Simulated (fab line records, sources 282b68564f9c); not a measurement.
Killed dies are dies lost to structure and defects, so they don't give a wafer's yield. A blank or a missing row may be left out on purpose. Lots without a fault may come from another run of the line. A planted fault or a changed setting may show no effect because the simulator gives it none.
Which tool did it? | flow rit_cmos | 15 lots, 45 wafers sampled, at 1 step of a route of 202

WHAT THE GAUGES READ, wafer by wafer
The record holds no reading of a measuring or inspecting step that can be judged against a usual standard deviation.

WHICH TOOL RAN EACH LOT (tool, then ch and the chambers of the sampled wafers, then the start)
lot  | RIT_CONTACT_EXPOSE_05
L783 | iline_stepper-01 ch 0, day 3 06:48
L786 | iline_stepper-02 ch 0, day 3 19:07
L788 | iline_stepper-01 ch 0, day 4 06:07
L789 | iline_stepper-02 ch 0, day 4 12:59
L790 | iline_stepper-01 ch 0, day 4 15:58
L791 | iline_stepper-01 ch 0, day 4 23:14
L792 | iline_stepper-01 ch 0, day 5 05:26
L794 | iline_stepper-02 ch 0, day 5 14:38
L795 | iline_stepper-02 ch 0, day 5 21:43
L796 | iline_stepper-02 ch 0, day 5 23:48
L797 | iline_stepper-02 ch 0, day 6 02:15
L803 | iline_stepper-02, day 7 16:58
L804 | iline_stepper-02, day 7 18:26
L805 | iline_stepper-01, day 8 02:55
L806 | iline_stepper-02 ch 0, day 8 14:53
- RIT_CONTACT_EXPOSE_05: exposes mask M11, target cd 1000 nm.

WHAT THE TOOLS THEMSELVES READ (means of the sampled wafers that have a number; where no wafer has one, the mark that the record gives instead)
RIT_CONTACT_EXPOSE_05. Usual: exposure_dose_mJ_cm2 249.88, standard deviation 0.22; focus_offset_nm -0.1 nm, standard deviation 0.56.
lot  | tool             | exposure_dose_mJ_cm2 | focus_offset_nm (nm) | flag
L783 | iline_stepper-01 | 250.00               | -0.7                 |
L786 | iline_stepper-02 | 249.82               | 0.4                  |
L788 | iline_stepper-01 | 249.97               | -0.1                 |
L789 | iline_stepper-02 | 249.78               | -0.6                 |
L790 | iline_stepper-01 | 249.78               | -0.5                 |
L791 | iline_stepper-01 | 249.91               | 0.2                  |
L792 | iline_stepper-01 | 249.83               | -0.5                 |
L794 | iline_stepper-02 | 250.09               | -0.2                 |
L795 | iline_stepper-02 | 249.96               | 0.1                  |
L796 | iline_stepper-02 | 249.89               | -0.1                 |
L797 | iline_stepper-02 | 249.87               | 0.1                  |
L803 | iline_stepper-02 | -                    | -                    | OFF
L804 | iline_stepper-02 | -                    | -                    | OFF
L805 | iline_stepper-01 | -                    | -                    | OFF
L806 | iline_stepper-02 | 249.70               | -0.4                 |

THE ANSWER, worked out from the rows above alone
Rule: a lot is off if the mean of its wafers that have a number lies more than 3 standard deviations from the usual mean. A lot without any number at a reading at which 4 lots or more have one is off too. The other lots that the step has rows for count as sound. The gauges are gone through in route order, then the tools' own readings, and for those a lot's mean is taken as printed above. The first step at which some lot is off is used, and at that step the reading that is off furthest; a lot without a number counts as furthest.
Off: L803, L804, L805, at RIT_CONTACT_EXPOSE_05 (exposure_dose_mJ_cm2). Without a number there: L803, L804, L805.
A tool fits if, at that step or a process step before it, it ran every lot that is off, and no sound lot after the first of them. None of those tried fits.

WHAT THE SIMULATOR HAD PUT IN
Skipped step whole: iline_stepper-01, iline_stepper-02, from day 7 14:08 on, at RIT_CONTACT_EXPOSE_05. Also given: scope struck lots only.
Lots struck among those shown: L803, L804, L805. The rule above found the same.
